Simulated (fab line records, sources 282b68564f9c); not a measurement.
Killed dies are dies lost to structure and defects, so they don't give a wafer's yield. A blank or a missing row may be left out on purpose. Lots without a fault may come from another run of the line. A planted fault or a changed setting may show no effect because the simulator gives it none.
A struck lot beside a sound one | flow rit_cmos | 44 steps out of a route of 202
Sound: wafers L207.3, L207.5, L207.6. Struck: wafers L216.2, L216.3, L216.6. The cause comes at the end.
At each step with rows: each side's tool, then ch and its chambers, then its first start. Under that, the readings that differ: sound wafers | struck wafers | difference of the means | sigmas: that difference in standard deviations of wafers without a fault.
alike: readings whose means differ by less than 2 such deviations, and words and numbers that are the same on both sides. not compared: withheld readings, readings that some wafer has no value for, bounds like >300 that may hide the same value, and numbers for which the record gives no deviation and whose values overlap.
The two part at a step that has a row with sigmas, a row that says differs or no value, or rows on one side only. Numbers that don't overlap but have no deviation are shown without sigmas and don't part them. A reading that every wafer of one side lacks parts them only if that side has two wafers or more.

first, 2 steps without rows for these wafers: RIT_NLDD_HARDBAKE_07 (time 60 s); RIT_NLDD_IMPLANT_08.
RIT_NLDD_STRIP_09: strips in O2, time 180 s.
  sound on plasma_asher-02 ch 0,1, day 4 08:28; struck on plasma_asher-03 ch 0,1, day 6 05:45
  reading             | sound       | struck      | difference | sigmas
  rf_refl_power_W (W) | 4.2 3.5 4.1 | 6.3 6.2 6.8 | +2.5       | +3
  alike: chamber_pressure_mTorr, drypump_motor_current_A
  not compared: rf_hours_counter_h
RIT_NLDD_TW_MEAS_10:
  sound on film_metro-04, day 4 08:37; struck on film_metro-04, day 6 05:56
  alike: NLDD_TW
then, 6 steps without rows for these wafers: RIT_PLDD_HMDS_00 (prime time 60 s); RIT_PLDD_COAT_01 (resist thk 1000 nm); RIT_PLDD_SOFTBAKE_02 (time 60 s); RIT_PLDD_EXPOSE_03 (exposes mask M8, target cd 40900 nm); RIT_PLDD_PEB_04; RIT_PLDD_DEVELOP_05 (develop time 50 s).
RIT_PLDD_OVL_MEAS_06:
  sound on overlay-01, day 4 09:38; struck on overlay-02, day 6 06:58
  alike: PLDD_OVL
then, 1 step without rows for these wafers: RIT_PLDD_HARDBAKE_07 (time 60 s).
RIT_PLDD_IMPLANT_08:
  sound on implanter-04 ch 0, day 4 09:52; struck on implanter-01 ch 0, day 6 07:11
  reading                   | sound                | struck               | difference | sigmas
  beam_energy_keV           | 19.998 20.001 19.990 | 17.990 17.996 18.004 | -2.000     | -99 or more
  model.implant.rp_nm (nm)  | 17.55 17.55 17.55    | 16.6 16.6 16.6       | -0.9       |
  model.implant.drp_nm (nm) | 9.752 9.752 9.752    | 9.055 9.055 9.055    | -0.697     |
  alike: faraday_current_uA
RIT_PLDD_STRIP_09: strips in O2, time 180 s.
  sound on plasma_asher-03 ch 0,1, day 4 10:01; struck on plasma_asher-02 ch 0, day 6 07:18
  alike: chamber_pressure_mTorr, drypump_motor_current_A, rf_refl_power_W
  not compared: rf_hours_counter_h
RIT_PLDD_TW_MEAS_10:
  sound on film_metro-02, day 4 10:10; struck on film_metro-02, day 6 07:29
  reading | sound          | struck         | difference | sigmas
  PLDD_TW | 2354 2354 2350 | 2266 2279 2285 | -76        | -4
then, 4 steps without rows for these wafers: RIT_SPACER_CLEAN_00 (cleans in SC1, time 600 s); RIT_SPACER_CLEAN_01 (cleans in dHF, time 30 s); RIT_SPACER_CLEAN_02 (cleans in SC2, time 600 s); RIT_SPACER_CVD_03 (deposits Si3N4 from SiH2Cl2/NH3, target thk 250 nm, time 3300 s).
RIT_SPACER_THK_MEAS_04:
  sound on film_metro-03, day 4 12:32; struck on film_metro-03, day 6 10:11
  reading                 | sound             | struck            | difference | sigmas
  SPACER_NITRIDE_THK (nm) | 252.4 253.4 253.2 | 246.9 247.7 249.9 | -4.8       | -2
RIT_SPACER_ETCHBACK_05: etches Si3N4 in SF6/CHF3, stops on SiO2, target depth 250 nm, time 240 s.
  sound on rie_diel-02 ch 0,3, day 4 12:34; struck on rie_diel-04 ch 2,3, day 6 10:14
  reading                     | sound       | struck      | difference | sigmas
  drypump_motor_current_A (A) | 6.1 6.1 5.8 | 5.2 4.8 4.8 | -1.1       | -2
  alike: chamber_pressure_mTorr, oes_product_au, rf_fwd_power_W, throttle_valve_pct
  not compared: rf_hours_counter_h
then, 6 steps without rows for these wafers: RIT_NSD_HMDS_00 (prime time 60 s); RIT_NSD_COAT_01 (resist thk 1000 nm); RIT_NSD_SOFTBAKE_02 (time 60 s); RIT_NSD_EXPOSE_03 (exposes mask M9, target cd 40700 nm); RIT_NSD_PEB_04; RIT_NSD_DEVELOP_05 (develop time 50 s).
RIT_NSD_OVL_MEAS_06:
  sound on overlay-01, day 4 13:44; struck on overlay-01, day 6 11:14
  alike: NSD_OVL
then, 2 steps without rows for these wafers: RIT_NSD_HARDBAKE_07 (time 60 s); RIT_NSD_IMPLANT_08.
RIT_NSD_STRIP_09: strips in O2, time 180 s.
  sound on plasma_asher-04 ch 0,1, day 4 14:08; struck on plasma_asher-04 ch 0,1, day 6 11:34
  alike: chamber_pressure_mTorr, drypump_motor_current_A, rf_refl_power_W
  not compared: rf_hours_counter_h
RIT_NSD_TW_MEAS_10:
  sound on film_metro-01, day 4 14:16; struck on film_metro-01, day 6 11:45
  alike: NSD_TW
then, 6 steps without rows for these wafers: RIT_PSD_HMDS_00 (prime time 60 s); RIT_PSD_COAT_01 (resist thk 1000 nm); RIT_PSD_SOFTBAKE_02 (time 60 s); RIT_PSD_EXPOSE_03 (exposes mask M10, target cd 40900 nm); RIT_PSD_PEB_04; RIT_PSD_DEVELOP_05 (develop time 50 s).
RIT_PSD_OVL_MEAS_06:
  sound on overlay-02, day 4 15:17; struck on overlay-02, day 6 12:40
  alike: PSD_OVL
then, 2 steps without rows for these wafers: RIT_PSD_HARDBAKE_07 (time 60 s); RIT_PSD_IMPLANT_08.
RIT_PSD_STRIP_09: strips in O2, time 180 s.
  sound on plasma_asher-01 ch 0,1, day 4 15:44; struck on plasma_asher-02 ch 1, day 6 12:59
  alike: chamber_pressure_mTorr, drypump_motor_current_A, rf_refl_power_W
  not compared: rf_hours_counter_h
RIT_SDANNEAL_RS_MEAS_06: measures by four-point-probe.
  sound on film_metro-04, day 4 16:37; struck on film_metro-01, day 6 13:55
  reading          | sound             | struck            | difference | sigmas
  PLDD_RS (ohm/sq) | 178.5 178.7 178.7 | 184.9 184.9 185.6 | +6.5       | +15
RIT_M1_PROBE_99:
  sound on prober-02, day 4 23:58; struck on prober-02, day 6 21:17
  reading                                    | sound                | struck               | difference | sigmas
  killed_at_M0_to_M3                         | 0 0 0                | 0 0 1                | +0         | +2
  model.etest.pmos_turned.r_on_ohm_um        | 3400 3389 3394       | 3635 3585 3644       | +227       |
  model.etest.pmos_0p3.r_on_ohm_um           | 6141 6163 6168       | 6312 6323 6340       | +168       |
  model.etest.pmos_0p15.r_on_ohm_um          | 2802 2776 2766       | 2958 2933 2961       | +169       |
  model.etest.pldd.rs_ohm_sq                 | 467.6 470.2 471.3    | 534.1 510.9 551.6    | +62.5      |
  model.etest.pldd.line_ohm_um               | 148.2 147.8 149.8    | 166.9 159.2 171.2    | +17.2      |
  model.etest.pmos_turned.drive_ua_um        | 195.5 193.1 193.8    | 181.1 186.1 176.2    | -13.0      |
  model.etest.pmos_0p15.drive_ua_um          | 252.5 253.7 254.7    | 236.7 242 239.4      | -14.3      |
  model.etest.retro_edge_pmos.off_log10_a_um | -10.39 -10.42 -10.09 | -10.63 -10.75 -10.87 | -0.45      |
  alike: killed_at_contacts, killed_at_front_end, killed_dies, killed_open, killed_short

WHERE THEY PART
First at RIT_NLDD_STRIP_09; last, within this record, at RIT_M1_PROBE_99.

WHY: what the simulator had put in
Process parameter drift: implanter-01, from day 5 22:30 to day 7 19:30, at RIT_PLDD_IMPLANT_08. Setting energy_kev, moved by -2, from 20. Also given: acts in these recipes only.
